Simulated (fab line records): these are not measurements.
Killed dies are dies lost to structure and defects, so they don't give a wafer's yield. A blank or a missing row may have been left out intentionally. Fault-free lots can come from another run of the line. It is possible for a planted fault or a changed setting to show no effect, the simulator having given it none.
fab line records -- flow rit-cmos
record lots=5, wafers=15, last-day=6
route steps=202 shown SILICIDE@167 CONTACT@168 M1@184
lots untouched by any fault: they come from a run of this same line in which no faults occurred
start-h: the number of hours between the record's first day and the start of the first shown wafer of the lot -- wait-h: hours since the lot's step before -- " same as the row above -- L1.1+2: a single row standing in for several wafers -- - no value present, or no start provided -- * or withheld: withheld -- < > ~ a bound
route shown NAME@n: NAME is a module with steps in the file, n the number in the route of the first one -- usual: mean/standard deviation taken from wafers without a fault -- same: alike in all rows -- chamber/n: place in a boat -- sites: each site's reading -- _std_site: how widely they spread, as a standard deviation -- _edge_site: outer sites' mean less inner sites' -- radius-mm: how far each site lies from the wafer's centre -- mask NAME#n: copy n -- behind: tool/chamber where the wafer was last shaped -- hold: reason for holding the lot/hours on hold/outcome of the hold -- device: names the non-switching transistor (n, p or np) -- end of line: the tests these same wafers got at the end of their route -- for a step that has no rows: nothing shown but its recipe -- killed: not the wafer's yield, but the dies lost to structure and defects at the first sort -- map: per-die view of a wafer (x killed, . not killed, _ where there is no die)
set.NAME: the setting the step ran with; set.NAME@STEP: the setting that earlier step ran with -- model.NAME: the simulator's own value behind a step, which no gauge read
certain route steps with their lots: each step a table, each wafer a row
services: a tool's chamber out of use, with start hour (start-h, from the record's first day; less than 0 if before it), hours out, and reason
## steps
# step RIT_SILICIDE_RTA_06
# recipe temp-c=750, time-s=10, idle-temp-c=25, ramp-up-s=5, ramp-down-s=10, cool-to-c=25, ambient=N2
# usual anneal-temp-c-max=753.6/0.69, wafer_temp_C_max=753.1/0.94
lot.wafer,tool,chamber,start-h,wait-h,anneal-temp-c-max,wafer_temp_C_max
L210.2,rtp-anneal-01,0,55.39,0.0,753.8,753.4
L210.3,rtp-anneal-01,0,55.39,0.0,753.1,752.1
L210.6,rtp-anneal-01,0,55.39,0.0,753.2,751.8
L219.2,rtp-anneal-02,0,100.41,0.0,755.1,752.3
L219.5,rtp-anneal-02,0,100.41,0.0,754.0,753.4
L219.6,rtp-anneal-02,0,100.41,0.0,753.6,752.7
L224.2,rtp-anneal-02,0,128.03,0.0,753.8,754.3
L224.3,rtp-anneal-02,0,128.03,0.0,753.1,753.8
L224.4,rtp-anneal-02,0,128.03,0.0,754.0,753.1
L226.1,rtp-anneal-01,0,132.30,0.0,753.6,751.4
L226.5,rtp-anneal-01,0,132.30,0.0,754.3,752.2
L226.6,rtp-anneal-01,0,132.30,0.0,753.5,751.5
L229.1,rtp-anneal-02,0,147.70,0.0,753.2,755.1
L229.2,rtp-anneal-02,0,147.70,0.0,753.0,753.1
L229.5,rtp-anneal-02,0,147.70,0.0,753.2,752.3
# step RIT_CONTACT_CVD_00
# recipe material=SiO2, target-thk-nm=400, precursor=TEOS, temp-c=390, time-s=61, rf-w=400
# usual heater-power-w=325/47, rf-fwd-power-W=396.1/1.5
lot.wafer,tool,chamber,start-h,wait-h,heater-power-w,rf-fwd-power-W
L210.2,pecvd-02,1,55.51,0.1,341,396.3
L210.3,pecvd-02,0,55.51,0.1,322,396.6
L210.6,pecvd-02,1,55.51,0.1,352,394.1
L219.2,pecvd-02,1,100.47,0.0,285,395.7
L219.5,pecvd-02,0,100.47,0.0,253,394.8
L219.6,pecvd-02,1,100.47,0.0,306,396.0
L224.2,pecvd-02,2,128.09,0.0,276,396.4
L224.3,pecvd-02,1,128.09,0.0,339,396.9
L224.4,pecvd-02,1,128.09,0.0,348,397.3
L226.1,pecvd-01,1,132.36,0.1,422,394.9
L226.5,pecvd-01,1,132.36,0.1,433,395.7
L226.6,pecvd-01,0,132.36,0.1,355,398.0
L229.1,pecvd-01,2,147.76,0.1,250,393.8
L229.2,pecvd-01,1,147.76,0.1,451,395.5
L229.5,pecvd-01,0,147.76,0.1,330,396.7
# step RIT_CONTACT_THK_MEAS_01
# recipe reads=SiO2_of_CONTACT_CVD_00
# usual CONTACT_TEOS_THK=399/5
lot.wafer,tool,chamber,start-h,wait-h,CONTACT_TEOS_THK[nm]
L210.2,film-metro-04,-,55.57,0.0,396
L210.3,film-metro-04,-,55.57,0.0,391
L210.6,film-metro-04,-,55.57,0.0,402
L219.2,film-metro-03,-,100.53,0.0,396
L219.5,film-metro-03,-,100.53,0.0,402
L219.6,film-metro-03,-,100.53,0.0,397
L224.2,film-metro-02,-,128.15,0.0,395
L224.3,film-metro-02,-,128.15,0.0,388
L224.4,film-metro-02,-,128.15,0.0,397
L226.1,film-metro-04,-,132.41,0.0,398
L226.5,film-metro-04,-,132.41,0.0,399
L226.6,film-metro-04,-,132.41,0.0,398
L229.1,film-metro-02,-,147.82,0.0,396
L229.2,film-metro-02,-,147.82,0.0,394
L229.5,film-metro-02,-,147.82,0.0,400
# step RIT_CONTACT_HMDS_02
# recipe prime-time-s=60, prime-temp-c=140
# step RIT_CONTACT_COAT_03
# recipe resist=NOVOLAK, spin-rpm=3250, resist-thk-nm=1000
# step RIT_CONTACT_SOFTBAKE_04
# recipe resist=NOVOLAK, temp-c=90, time-s=60
# step RIT_CONTACT_EXPOSE_05
# recipe mask-id=M11, na=0.6, source-shape=conventional, sigma-outer=0.5, target-cd-nm=1000, dose-mj=250
# step RIT_CONTACT_PEB_06
# recipe resist=NOVOLAK, temp-c=withheld, time-s=withheld
# step RIT_CONTACT_DEVELOP_07
# recipe resist=NOVOLAK, develop-time-s=120, dev-temp-c=23
# step RIT_CONTACT_CD_MEAS_08
# recipe target-cd-nm=1000
# usual cd-nm=999.5/2.4
lot.wafer,tool,chamber,start-h,wait-h,cd-nm
L210.2,cd-sem-02,-,56.64,-,999.9
L210.3,cd-sem-02,-,56.64,-,997.7
L210.6,cd-sem-02,-,56.64,-,998.9
L219.2,cd-sem-01,-,101.69,-,998.9
L219.5,cd-sem-01,-,101.69,-,1001.0
L219.6,cd-sem-01,-,101.69,-,998.5
L224.2,cd-sem-01,-,129.19,-,1003.8
L224.3,cd-sem-01,-,129.19,-,1004.6
L224.4,cd-sem-01,-,129.19,-,1003.2
L226.1,cd-sem-01,-,133.46,-,999.4
L226.5,cd-sem-01,-,133.46,-,1002.3
L226.6,cd-sem-01,-,133.46,-,1002.8
L229.1,cd-sem-02,-,148.84,-,997.7
L229.2,cd-sem-02,-,148.84,-,1000.1
L229.5,cd-sem-02,-,148.84,-,1001.9
# step RIT_CONTACT_OVL_MEAS_09
# usual CONTACT_OVL=-0.3/1.2
lot.wafer,tool,chamber,start-h,wait-h,CONTACT_OVL[nm]
L210.2,overlay-01,-,56.75,0.1,-0.3
L210.3,overlay-01,-,56.75,0.1,-1.4
L210.6,overlay-01,-,56.75,0.1,-0.7
L219.2,overlay-01,-,101.80,0.1,-0.9
L219.5,overlay-01,-,101.80,0.1,-0.5
L219.6,overlay-01,-,101.80,0.1,-0.2
L224.2,overlay-01,-,129.29,0.1,1.0
L224.3,overlay-01,-,129.29,0.1,0.4
L224.4,overlay-01,-,129.29,0.1,0.8
L226.1,overlay-02,-,133.58,0.1,1.0
L226.5,overlay-02,-,133.58,0.1,1.8
L226.6,overlay-02,-,133.58,0.1,2.6
L229.1,overlay-02,-,148.96,0.1,-0.6
L229.2,overlay-02,-,148.96,0.1,-0.8
L229.5,overlay-02,-,148.96,0.1,-2.2
# step RIT_CONTACT_HARDBAKE_10
# recipe resist=NOVOLAK, temp-c=140, time-s=60
# step RIT_CONTACT_ETCH_11
# recipe target-depth-a=4800, over-etch-frac=0.2, stop-on=TiSi2, chemistry=CHF3/CF4/Ar, target=SiO2, CHF3_flow_sccm=50, cf4-flow-sccm=10, Ar_flow_sccm=100, O2_flow_sccm=5, pressure-mtorr=100, rf-w=200, time-s=320
# usual O2_flow_sccm=5.002/0.013, drypump-motor-current-A=5.8/0.43, oes-product-au=0.980/0.018, rf-fwd-power-W=199.6/0.65, throttle-valve-pct=8.83/0.16
lot.wafer,tool,chamber,start-h,wait-h,O2_flow_sccm,drypump-motor-current-A,oes-product-au,rf-fwd-power-W,rf-hours-counter-h,throttle-valve-pct
L210.2,rie-diel-01,0,56.93,0.1,5.014,5.8,0.985,199.8,0,8.58
L210.3,rie-diel-01,3,56.93,0.1,4.979,5.6,1.005,199.4,32,9.10
L210.6,rie-diel-01,0,56.93,0.1,5.018,5.7,0.975,199.9,-,8.58
L219.2,rie-diel-02,1,101.98,0.1,4.987,5.3,1.013,198.5,15,8.76
L219.5,rie-diel-02,2,101.98,0.1,4.991,5.4,1.007,199.0,-,8.67
L219.6,rie-diel-02,3,101.98,0.1,5.020,6.4,0.960,200.0,-,8.96
L224.2,rie-diel-01,1,129.47,0.1,5.030,5.4,0.975,199.5,47,8.97
L224.3,rie-diel-01,2,129.47,0.1,5.004,5.6,0.985,199.8,38,8.66
L224.4,rie-diel-01,0,129.47,0.1,5.015,5.8,0.989,199.7,1,8.58
L226.1,rie-diel-02,1,133.77,0.1,5.000,5.3,1.010,198.7,15,8.78
L226.5,rie-diel-02,0,133.77,0.1,4.985,5.9,0.963,199.3,-,8.97
L226.6,rie-diel-02,1,133.77,0.1,5.004,5.3,1.001,198.4,-,8.76
L229.1,rie-diel-04,1,149.15,0.1,4.991,5.6,0.988,199.2,80,8.62
L229.2,rie-diel-04,3,149.15,0.1,5.012,6.5,0.984,199.1,7,8.92
L229.5,rie-diel-04,2,149.15,0.1,5.022,6.3,0.983,199.6,-,8.93
# step RIT_CONTACT_STRIP_12
# recipe chemistry=O2, time-s=180, resist=NOVOLAK, platen-temp-c=withheld, power-w=500, pressure-mtorr=4000, o2-flow-sccm=4000
# usual drypump-motor-current-A=5.45/0.14, o2-flow-sccm=3998/13
lot.wafer,tool,chamber,start-h,wait-h,drypump-motor-current-A,o2-flow-sccm,rf-hours-counter-h
L210.2,plasma-asher-04,1,57.12,0.1,5.73,4015,27
L210.3,plasma-asher-04,0,57.12,0.1,5.28,3986,-
L210.6,plasma-asher-04,1,57.12,0.1,5.74,4007,-
L219.2,plasma-asher-01,0,102.17,0.1,5.43,3996,46
L219.5,plasma-asher-01,0,102.17,0.1,5.42,4004,-
L219.6,plasma-asher-01,1,102.17,0.1,5.43,4006,-
L224.2,plasma-asher-01,1,129.67,0.1,5.44,4006,1
L224.3,plasma-asher-01,1,129.67,0.1,5.47,3996,-
L224.4,plasma-asher-01,0,129.67,0.1,5.40,4004,-
L226.1,plasma-asher-04,1,133.96,0.1,5.72,3978,35
L226.5,plasma-asher-04,0,133.96,0.1,5.28,3997,-
L226.6,plasma-asher-04,1,133.96,0.1,5.73,3987,-
L229.1,plasma-asher-03,0,149.34,0.1,5.53,4001,52
L229.2,plasma-asher-03,1,149.34,0.1,5.31,4001,52
L229.5,plasma-asher-03,1,149.34,0.1,5.27,4002,-
# step RIT_CONTACT_CD_MEAS_90
# recipe target-cd-nm=1000
# usual cd-nm=999.5/2.4
lot.wafer,tool,chamber,start-h,wait-h,cd-nm
L210.2,cd-sem-02,-,57.31,0.1,999.6
L210.3,cd-sem-02,-,57.31,0.1,997.8
L210.6,cd-sem-02,-,57.31,0.1,999.1
L219.2,cd-sem-02,-,102.36,0.1,999.4
L219.5,cd-sem-02,-,102.36,0.1,1001.6
L219.6,cd-sem-02,-,102.36,0.1,999.5
L224.2,cd-sem-01,-,129.86,0.1,1004.8
L224.3,cd-sem-01,-,129.86,0.1,1004.1
L224.4,cd-sem-01,-,129.86,0.1,1003.2
L226.1,cd-sem-01,-,134.14,0.1,999.5
L226.5,cd-sem-01,-,134.14,0.1,1002.4
L226.6,cd-sem-01,-,134.14,0.1,1003.2
L229.1,cd-sem-01,-,149.52,0.1,997.8
L229.2,cd-sem-01,-,149.52,0.1,1000.7
L229.5,cd-sem-01,-,149.52,0.1,1002.0
# step RIT_CONTACT_CLEAN_13
# recipe chemistry=SC1, mix=3:3:50, time-s=600, temp-c=73.97
# step RIT_CONTACT_CLEAN_14
# recipe chemistry=SC2, mix=3:3:50, time-s=600, temp-c=75, dry=n2-spin
# step RIT_M1_SPUTTER_00
# recipe material=Al, target-thk-nm=400, power-w=2000, chamber-pressure-pa=0.4, gas=Ar, time-s=500, substrate-temp-c=25
# usual throttle-valve-pct=30.3/0.91
lot.wafer,tool,chamber,start-h,wait-h,throttle-valve-pct
L210.2,pvd-sputter-01,-,57.76,0.0,30.2
L210.3,pvd-sputter-01,-,57.76,0.0,31.7
L210.6,pvd-sputter-01,-,57.76,0.0,30.5
L219.2,pvd-sputter-04,-,102.81,0.0,30.1
L219.5,pvd-sputter-04,-,102.81,0.0,30.4
L219.6,pvd-sputter-04,-,102.81,0.0,28.4
L224.2,pvd-sputter-04,-,130.33,0.0,30.3
L224.3,pvd-sputter-04,-,130.33,0.0,30.1
L224.4,pvd-sputter-04,-,130.33,0.0,28.5
L226.1,pvd-sputter-03,-,134.62,0.0,30.7
L226.5,pvd-sputter-03,-,134.62,0.0,31.3
L226.6,pvd-sputter-03,-,134.62,0.0,30.7
L229.1,pvd-sputter-04,-,150.00,0.0,30.1
L229.2,pvd-sputter-04,-,150.00,0.0,28.3
L229.5,pvd-sputter-04,-,150.00,0.0,30.8
# step RIT_M1_RS_MEAS_01
# recipe thk-meas-gauge=four-point-probe, reads=Al_of_M1_SPUTTER_00
# usual M1_AL_RS=0.0732/0.00083
lot.wafer,tool,chamber,start-h,wait-h,M1_AL_RS[ohm/sq]
L210.2,film-metro-01,-,58.12,0.2,0.0737
L210.3,film-metro-01,-,58.12,0.2,0.0744
L210.6,film-metro-01,-,58.12,0.2,0.0745
L219.2,film-metro-01,-,103.13,0.2,0.0732
L219.5,film-metro-01,-,103.13,0.2,0.0728
L219.6,film-metro-01,-,103.13,0.2,0.0728
L224.2,film-metro-03,-,130.64,0.2,0.0738
L224.3,film-metro-03,-,130.64,0.2,0.0739
L224.4,film-metro-03,-,130.64,0.2,0.0732
L226.1,film-metro-01,-,134.92,0.1,0.0724
L226.5,film-metro-01,-,134.92,0.1,0.0730
L226.6,film-metro-01,-,134.92,0.1,0.0729
L229.1,film-metro-01,-,150.30,0.1,0.0730
L229.2,film-metro-01,-,150.30,0.1,0.0734
L229.5,film-metro-01,-,150.30,0.1,0.0736
# step RIT_M1_THK_MEAS_02
# recipe thk-meas-gauge=xrf, reads=Al_of_M1_SPUTTER_00
# usual M1_AL_THK=392/5
lot.wafer,tool,chamber,start-h,wait-h,M1_AL_THK[nm]
L210.2,film-metro-01,-,58.23,0.1,388
L210.3,film-metro-01,-,58.23,0.1,385
L210.6,film-metro-01,-,58.23,0.1,383
L219.2,film-metro-01,-,103.24,0.1,394
L219.5,film-metro-01,-,103.24,0.1,395
L219.6,film-metro-01,-,103.24,0.1,398
L224.2,film-metro-03,-,130.75,0.1,389
L224.3,film-metro-03,-,130.75,0.1,389
L224.4,film-metro-03,-,130.75,0.1,394
L226.1,film-metro-01,-,135.04,0.1,394
L226.5,film-metro-01,-,135.04,0.1,392
L226.6,film-metro-01,-,135.04,0.1,393
L229.1,film-metro-01,-,150.42,0.1,396
L229.2,film-metro-01,-,150.42,0.1,393
L229.5,film-metro-01,-,150.42,0.1,388
# step RIT_M1_HMDS_03
# recipe prime-time-s=60, prime-temp-c=140
# step RIT_M1_COAT_04
# recipe resist=NOVOLAK, spin-rpm=2000, resist-thk-nm=1300
# step RIT_M1_SOFTBAKE_05
# recipe resist=NOVOLAK, temp-c=90, time-s=60
# step RIT_M1_EXPOSE_06
# recipe mask-id=M12, na=0.6, source-shape=conventional, sigma-outer=0.5, target-cd-nm=2600, dose-mj=250
# step RIT_M1_PEB_07
# recipe resist=NOVOLAK, temp-c=withheld, time-s=withheld
# step RIT_M1_DEVELOP_08
# recipe resist=NOVOLAK, develop-time-s=68, dev-temp-c=23.79
# step RIT_M1_CD_MEAS_09
# recipe target-cd-nm=2600
# usual cd-nm=2600.1/2.1
lot.wafer,tool,chamber,start-h,wait-h,cd-nm
L210.2,cd-sem-01,-,59.35,-,2596.5
L210.3,cd-sem-01,-,59.35,-,2596.9
L210.6,cd-sem-01,-,59.35,-,2597.9
L219.2,cd-sem-01,-,104.33,-,2599.4
L219.5,cd-sem-01,-,104.33,-,2597.0
L219.6,cd-sem-01,-,104.33,-,2597.0
L224.2,cd-sem-01,-,131.70,-,2598.6
L224.3,cd-sem-01,-,131.70,-,2599.5
L224.4,cd-sem-01,-,131.70,-,2598.9
L226.1,cd-sem-02,-,136.02,-,2600.9
L226.5,cd-sem-02,-,136.02,-,2600.4
L226.6,cd-sem-02,-,136.02,-,2600.2
L229.1,cd-sem-01,-,151.36,-,2598.4
L229.2,cd-sem-01,-,151.36,-,2598.9
L229.5,cd-sem-01,-,151.36,-,2601.0
# step RIT_M1_OVL_MEAS_10
# usual M1_OVL=0.6/1.3
lot.wafer,tool,chamber,start-h,wait-h,M1_OVL[nm]
L210.2,overlay-01,-,59.46,0.1,1.2
L210.3,overlay-01,-,59.46,0.1,1.0
L210.6,overlay-01,-,59.46,0.1,2.6
L219.2,overlay-02,-,104.43,0.1,1.7
L219.5,overlay-02,-,104.43,0.1,0.4
L219.6,overlay-02,-,104.43,0.1,1.0
L224.2,overlay-01,-,131.81,0.1,1.4
L224.3,overlay-01,-,131.81,0.1,0.6
L224.4,overlay-01,-,131.81,0.1,1.3
L226.1,overlay-02,-,136.14,0.1,-0.9
L226.5,overlay-02,-,136.14,0.1,-1.1
L226.6,overlay-02,-,136.14,0.1,-0.1
L229.1,overlay-02,-,151.48,0.1,0.9
L229.2,overlay-02,-,151.48,0.1,0.6
L229.5,overlay-02,-,151.48,0.1,-0.9
# step RIT_M1_HARDBAKE_11
# recipe resist=NOVOLAK, temp-c=140, time-s=120
# step RIT_M1_METAL_ETCH_12
# recipe stop-on=SiO2, chemistry=Cl2/BCl3, target=Al, time-s=165, over-etch-frac=0.5, pressure-mtorr=100, target-depth-a=6000, rf-w=250, Cl2_flow_sccm=60, bcl3-flow-sccm=50
# usual drypump-motor-current-A=5.6/0.37, oes-product-au=0.776/0.012, rf-fwd-power-W=248.9/0.71, throttle-valve-pct=8.29/0.14
lot.wafer,tool,chamber,start-h,wait-h,drypump-motor-current-A,oes-product-au,rf-fwd-power-W,rf-hours-counter-h,throttle-valve-pct
L210.2,rie-metal-03,1,59.74,0.2,5.2,0.761,248.9,1,8.18
L210.3,rie-metal-03,0,59.74,0.2,6.2,0.766,249.1,-,8.33
L210.6,rie-metal-03,0,59.74,0.2,6.2,0.772,248.4,-,8.34
L219.2,rie-metal-03,1,104.71,0.2,5.2,0.763,249.2,1,8.17
L219.5,rie-metal-03,1,104.71,0.2,5.2,0.776,249.8,-,8.18
L219.6,rie-metal-03,0,104.71,0.2,6.2,0.777,249.0,-,8.34
L224.2,rie-metal-03,0,132.09,0.2,6.2,0.768,249.9,1,8.34
L224.3,rie-metal-03,0,132.09,0.2,6.2,0.780,250.1,-,8.34
L224.4,rie-metal-03,1,132.09,0.2,5.2,0.773,249.0,-,8.19
L226.1,rie-metal-04,1,136.42,0.2,5.6,0.786,249.7,3,8.12
L226.5,rie-metal-04,1,136.42,0.2,5.6,0.781,248.6,-,8.11
L226.6,rie-metal-04,0,136.42,0.2,5.7,0.798,248.4,-,8.53
L229.1,rie-metal-03,0,151.76,0.2,6.2,0.780,248.7,2,8.32
L229.2,rie-metal-03,1,151.76,0.2,5.2,0.768,249.2,2,8.20
L229.5,rie-metal-03,1,151.76,0.2,5.2,0.774,249.6,-,8.19
# step RIT_M1_STRIP_13
# recipe chemistry=nmp, resist=NOVOLAK, temp-c=80, time-s=600, dry=n2-spin
# step RIT_M1_STRIP_14
# recipe chemistry=O2, time-s=180, platen-temp-c=withheld, power-w=500, pressure-mtorr=4000, o2-flow-sccm=4000
# step RIT_M1_CD_MEAS_90
# recipe target-cd-nm=2600
# usual cd-nm=2599/3.2
lot.wafer,tool,chamber,start-h,wait-h,cd-nm
L210.2,cd-sem-01,-,60.27,0.1,2598
L210.3,cd-sem-01,-,60.27,0.1,2594
L210.6,cd-sem-01,-,60.27,0.1,2595
L219.2,cd-sem-02,-,105.24,0.1,2601
L219.5,cd-sem-02,-,105.24,0.1,2599
L219.6,cd-sem-02,-,105.24,0.1,2594
L224.2,cd-sem-01,-,132.64,0.1,2594
L224.3,cd-sem-01,-,132.64,0.1,2595
L224.4,cd-sem-01,-,132.64,0.1,2600
L226.1,cd-sem-01,-,136.94,0.1,2600
L226.5,cd-sem-01,-,136.94,0.1,2601
L226.6,cd-sem-01,-,136.94,0.1,2600
L229.1,cd-sem-01,-,152.28,0.1,2594
L229.2,cd-sem-01,-,152.28,0.1,2600
L229.5,cd-sem-01,-,152.28,0.1,2602
# step RIT_M1_ANNEAL_15
# recipe temp-c=450, time-s=1723, ambient=forming_gas_H2N2
# step RIT_M1_BOW_MEAS_16
# recipe mode=bow
# usual M1_BOW=17/6.7
lot.wafer,tool,chamber,start-h,wait-h,M1_BOW[um]
L210.2,film-metro-01,-,61.89,0.0,28
L210.3,film-metro-01,-,61.89,0.0,21
L210.6,film-metro-01,-,61.89,0.0,7
L219.2,film-metro-04,-,106.86,0.0,22
L219.5,film-metro-04,-,106.86,0.0,16
L219.6,film-metro-04,-,106.86,0.0,27
L224.2,film-metro-01,-,135.64,0.0,18
L224.3,film-metro-01,-,135.64,0.0,3
L224.4,film-metro-01,-,135.64,0.0,14
L226.1,film-metro-03,-,138.56,0.0,1
L226.5,film-metro-03,-,138.56,0.0,9
L226.6,film-metro-03,-,138.56,0.0,12
L229.1,film-metro-03,-,153.90,0.0,27
L229.2,film-metro-03,-,153.90,0.0,23
L229.5,film-metro-03,-,153.90,0.0,31
# step RIT_M1_PROBE_99
# usual killed-at-contacts=0.1/0.34, killed-at-front-end=6.6/2.7, killed-dies=6.7/2.7, killed-open=3.5/1.9, killed-short=3.1/1.8
# same gross-dies=264, killed_at_M0_to_M3=0, killed_at_M4_up=0, killed-at-back-side=0, killed-at-other=0
lot.wafer,tool,chamber,start-h,wait-h,killed-at-contacts,killed-at-front-end,killed-dies,killed-open,killed-short
L219.2,prober-02,-,107.01,0.1,0,9,9,4,5
L219.5,prober-02,-,107.16,0.2,0,8,8,4,4
L219.6,prober-02,-,107.21,0.2,0,7,7,5,2
L224.4,prober-02,-,135.89,0.2,4,6,10,6,0
L226.1,prober-01,-,138.68,0.1,0,1,1,0,1
L226.5,prober-01,-,138.88,0.2,0,7,7,4,3
L226.6,prober-01,-,138.93,0.2,0,7,7,4,3
# killed by level:class
L219.2 FOX2:geometric-particle:short=2 GATE:geometric-particle:open=2 REOX:geometric-particle:short=2 SPACER:geometric-particle:open=2 SPACER:geometric-particle:short=1
L219.5 GATE:geometric-particle:short=2 FOX1:geometric-particle:short=1 FOX1:geometric-particle:open=1 GATE:geometric-particle:open=1 SPACER:geometric-particle:short=1 SPACER:geometric-particle:open=1 SILICIDE:geometric-particle:open=1
L219.6 FOX1:geometric-particle:open=2 FOX2:geometric-particle:open=1 GATE:geometric-particle:short=1 REOX:geometric-particle:open=1 REOX:geometric-particle:short=1 SPACER:geometric-particle:open=1
L224.4 CONTACT:unspecified=4 GATE:geometric-particle:open=2 SILICIDE:geometric-particle:open=2 FOX2:geometric-particle:open=1 SPACER:geometric-particle:open=1
L226.1 SILICIDE:geometric-particle:short=1
L226.5 GATE:geometric-particle:short=2 FOX1:geometric-particle:open=1 FOX2:geometric-particle:open=1 GATE:geometric-particle:open=1 REOX:geometric-particle:open=1 SPACER:geometric-particle:short=1
L226.6 GATE:geometric-particle:short=3 GATE:geometric-particle:open=2 FOX1:geometric-particle:open=1 SPACER:geometric-particle:open=1
# map L224.4 (x killed, . not)
________......._______
_____......x......____
____.......x.......___
___................x__
__..................._
__..................._
_.....................
_....................x
_..............x......
_.....................
__...xx....x........._
__..................._
___...x.............__
____...............___
_____.............____
________...x..._______
# map L210.3 (x killed, . not)
________....x.._______
_____...........x.____
____...............___
___..............x..__
__..................._
__..................._
_...................x.
_.........x...........
_.....................
_.....x...............
__..................._
__..................._
___x....x...........__
____.......x.......___
_____..........x..____
________......._______
## services
tool,chamber,start-h,hours,kind
rie-diel-02,1,35.49,3.8,repair
rtp-anneal-01,-,36.98,7.1,pm
rie-diel-01,0,41.83,-,clean
rie-diel-01,0,41.83,14.3,scheduled-down
rie-diel-01,0,41.83,14.3,vent-cycle
rtp-anneal-02,-,45.27,5.8,pm
pvd-sputter-03,-,48.65,8.4,repair
pecvd-01,-,52.11,1.0,repair
rie-metal-04,-,55.02,1.2,repair
pecvd-02,1,58.75,6.6,repair
pecvd-01,-,59.27,0.8,repair
rie-metal-04,0,59.78,19.7,repair
rie-diel-02,2,63.37,2.7,repair
pecvd-02,-,70.96,2.8,pm
rie-diel-01,0,75.81,3.4,repair
rie-diel-04,2,85.69,40.9,repair
pecvd-02,2,89.73,5.5,repair
rie-diel-04,1,93.01,11.3,repair
pecvd-01,-,97.85,5.5,pm
plasma-asher-01,-,105.73,1.2,repair
plasma-asher-01,-,108.75,9.0,pm
pecvd-02,-,116.50,0.9,repair
pvd-sputter-04,-,127.96,1.3,repair
rie-diel-04,2,138.04,3.8,repair
## key
first-sign step=RIT_M1_PROBE_99, reading=killed-at-contacts, direction=up, sigmas=3.9, usual=0.1, struck=4
effect none on later readings
met-at RIT_CONTACT_ETCH_11
struck-wafers L224.4
tester-left-out L224
onset-between 56.93 129.47
fault kind=chamber-particle-source, tool=rie-diel-01, chamber=0, onset-h=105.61, steps=RIT_CONTACT_ETCH_11, rate-per-visit-cm2=0.031353, end-h=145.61
# tester-left-out: of these lots the tester's yield and bins aren't shown, on N5 and GAA mostly nor the transistor test; their killed dies are dies lost to structure and defects alone, not to doping, threshold or leakage, so they don't give the yield
